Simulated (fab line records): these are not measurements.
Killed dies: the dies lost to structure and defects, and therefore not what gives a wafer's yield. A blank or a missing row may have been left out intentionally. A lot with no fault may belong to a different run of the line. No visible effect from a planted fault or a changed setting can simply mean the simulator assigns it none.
Split-lot trial + flow rit cmos + on a route of 202 steps: 5 lots, 23 wafers read

== SPLIT DETAILS ==
At RIT_ACTIVE_OXIDATION_01 (target thk 46.8 nm, ox time 3360 s), the setting temp c was moved away from the recipe's 1000 C on 15 of the 23 wafers read, by -1.7% to +2.0%. All remaining wafers had this setting at the recipe value.

Between the split and the reading, the file records no step.

== THE READING ==
ACTIVE_OXIDE_THK, in nm, at RIT_ACTIVE_THK_MEAS_02. A value of 46.9 nm with a standard deviation of 0.74 nm is what fault-free wafers of this fab line usually give.

| wafer  | tool, chamber at the split | temp c as run, C | against the recipe | ACTIVE_OXIDE_THK, nm | against lot-mates on the recipe |
|--------|----------------------------|------------------|--------------------|----------------------|---------------------------------|
| L076.1 | furnace-01, 0              | 1000             | recipe             | 46.7                 | -                               |
| L076.3 | furnace-01, 0              | 1000             | recipe             | 46.7                 | -                               |
| L076.4 | furnace-01, 0              | 1000             | recipe             | 47.0                 | -                               |
| L077.2 | -, -                       | 1019             | +1.9%              | 56.9                 | no lot-mate on the recipe       |
| L077.3 | -, -                       | 1019             | +1.9%              | 56.8                 | no lot-mate on the recipe       |
| L077.4 | -, -                       | 1019             | +1.9%              | 56.3                 | no lot-mate on the recipe       |
| L077.5 | -, -                       | 1019             | +1.9%              | 56.7                 | no lot-mate on the recipe       |
| L077.6 | -, -                       | 1019             | +1.9%              | 57.3                 | no lot-mate on the recipe       |
| L078.2 | -, -                       | 1000             | recipe             | 46.6                 | -                               |
| L078.3 | -, -                       | 1000             | recipe             | 46.6                 | -                               |
| L078.4 | -, -                       | 1000             | recipe             | 46.6                 | -                               |
| L078.5 | -, -                       | 1000             | recipe             | 46.2                 | -                               |
| L078.6 | -, -                       | 1000             | recipe             | 46.0                 | -                               |
| L079.1 | -, -                       | 1020             | +2.0%              | 56.7                 | no lot-mate on the recipe       |
| L079.3 | -, -                       | 1020             | +2.0%              | 55.9                 | no lot-mate on the recipe       |
| L079.4 | -, -                       | 1020             | +2.0%              | 55.9                 | no lot-mate on the recipe       |
| L079.5 | -, -                       | 1020             | +2.0%              | 57.0                 | no lot-mate on the recipe       |
| L079.6 | -, -                       | 1020             | +2.0%              | 56.4                 | no lot-mate on the recipe       |
| L082.1 | -, -                       | 982.9            | -1.7%              | 39.1                 | no lot-mate on the recipe       |
| L082.3 | -, -                       | 982.9            | -1.7%              | 39.0                 | no lot-mate on the recipe       |
| L082.4 | -, -                       | 982.9            | -1.7%              | 39.8                 | no lot-mate on the recipe       |
| L082.5 | -, -                       | 982.9            | -1.7%              | 39.7                 | no lot-mate on the recipe       |
| L082.6 | -, -                       | 982.9            | -1.7%              | 39.9                 | no lot-mate on the recipe       |

FIT RESULTS
A straight line over all 23 wafers: ACTIVE_OXIDE_THK changes by +4.74 nm for each +1% of temp c; r = +1.00; the points scatter about the line by 0.66 nm.
Too few moved wafers with a lot-mate on the recipe to fit a line net of each lot's own level.

== THE WHOLE CHAIN: every reading that the file lists as answering this split, in the file's order ==
| step                    | what it does                                                        | reading                                                                             | change (the file's fit)              | r (the file's) |
|-------------------------|---------------------------------------------------------------------|-------------------------------------------------------------------------------------|--------------------------------------|----------------|
| RIT_ACTIVE_OXIDATION_01 | target thk 46.8 nm, ox time 3360 s                                  | SiO2_of_ACTIVE_OXIDATION_01.thk nm (the simulator's own value, which no gauge read) | +4.74 nm for each +1% of the setting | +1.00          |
| RIT_ACTIVE_THK_MEAS_02  |                                                                     | ACTIVE_OXIDE_THK                                                                    | +4.74 for each +1% of the setting    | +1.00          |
| RIT_ACTIVE_ETCH_13      | etches Si3N4 in SF6, stops on SiO2, time 210 s, target depth 210 nm | SiO2_of_ACTIVE_OXIDATION_01.thk nm (the simulator's own value, which no gauge read) | +4.77 nm for each +1% of the setting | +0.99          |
| RIT_FOX2_WET_ETCH_03    | etches Si3N4 in H3PO4, target depth 195 nm, time 2700 s             | SiO2_of_ACTIVE_OXIDATION_01.thk nm (the simulator's own value, which no gauge read) | +4.27 nm for each +1% of the setting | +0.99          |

== FILE'S OWN FIT ==
ACTIVE_OXIDE_THK changes by +4.74 nm for each +1% of temp c, r = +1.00.
